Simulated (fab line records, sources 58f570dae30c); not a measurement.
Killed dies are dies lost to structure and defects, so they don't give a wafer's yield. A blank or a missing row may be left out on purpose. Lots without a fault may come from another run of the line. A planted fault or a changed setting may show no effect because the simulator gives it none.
Problem report in the 8D (eight disciplines) form, filled by code | flow berkeley_cmos170 | the parts of the form that need people (team, actions taken, sign-off) are left out

1. THE PROBLEM
PWELL_TW at UCB170_PWELL_TW_MEAS_17 reads a mean of 415 on 6 wafers of 2 lots; wafers without a fault read 385 with a standard deviation of 5.4. That is +5.6 standard deviations from the usual mean.
First seen on wafer L540.2, day 6 09:23, on film_metro-03. The record holds 42 wafers of 14 lots with a number at this step. Rule for "out", or "out of limits": more than 4 standard deviations from the usual mean. The other wafers with a number count as sound.

2. WHAT IT IS AND WHAT IT IS NOT
question                    | is                     | is not
which readings at this step | PWELL_TW               | -
which lots                  | L540, L542             | L526, L528, L529, L530, L531, L533, L535, L536, L538, L539, L541, L547
which wafers of those lots  | all that have a number | -
read on which gauges        | film_metro-03          | film_metro-04
when                        | from day 6 09:23       | up to then (30 sound wafers); but 6 sound wafers of L541, L547 came after

3. SUSPECTS, AND WHAT RULES EACH OUT
Counting: a tool at a process step up to the reading stays a suspect if it ran every lot that is out and no sound lot after the first of them.
- the gauge at UCB170_PWELL_TW_MEAS_17: ruled out. All the wafers that are out were read on film_metro-03, but those of them that UCB170_PWELL_IMPLANT_15 has rows for are out there too, on other tools.
- implanter-01 at UCB170_PWELL_IMPLANT_15: kept. It ran every lot that is out, first L540 (day 6 09:10), and no sound lot after that; its last sound lot up to then is L536 (day 5 13:13). Its own readings are out on those wafers: dose_ions_cm2, faraday_current_uA.
Left after counting: implanter-01 at UCB170_PWELL_IMPLANT_15.

4. THE CAUSE (what the simulator had put in)
Process parameter drift: implanter-01, from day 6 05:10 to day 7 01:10, at UCB170_PWELL_IMPLANT_15. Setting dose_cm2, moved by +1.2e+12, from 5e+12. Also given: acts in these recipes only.
Counting left only this tool.

5. THE CHAIN OF EFFECTS, in route order
Each row: a reading whose mean over the struck wafers that have a number lies more than 3 standard deviations from the usual. Only readings for which the record gives a usual standard deviation are gone through. hours: the time from each lot's start at the first step in this table that gives one to its start at this step, as a median over the lots. sigmas: the change in usual standard deviations.
hours | step                    | reading            | usual | on struck wafers | change | sigmas
0     | UCB170_PWELL_IMPLANT_15 | dose_ions_cm2      | 5e+12 | 6e+12            | +1e+12 | +99 or more
0     | UCB170_PWELL_IMPLANT_15 | faraday_current_uA | 15.8  | 19.5             | +3.7   | +12
0     | UCB170_PWELL_TW_MEAS_17 | PWELL_TW           | 385   | 415              | +30    | +5.6
The process steps in it:
- UCB170_PWELL_IMPLANT_15
Later measuring or inspecting steps at which every struck wafer that the step has a row for has a number for every such reading, and none has moved that far: UCB170_M1_OVL_MEAS_10.

6. WHAT WOULD HAVE CAUGHT IT SOONER
In this record the first reading out of limits at a measuring or inspecting step was taken at day 6 09:23, 4 hours after the fault began at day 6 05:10.
The tool's own readings at UCB170_PWELL_IMPLANT_15 were out on every struck wafer that the step has a row for (dose_ions_cm2, faraday_current_uA): an alarm limit on them would have fired on the first of those.
Of the lots that are out (2), L542 began UCB170_PWELL_IMPLANT_15 on implanter-01 after day 6 09:23. A hold on the tool at that time would have spared it.
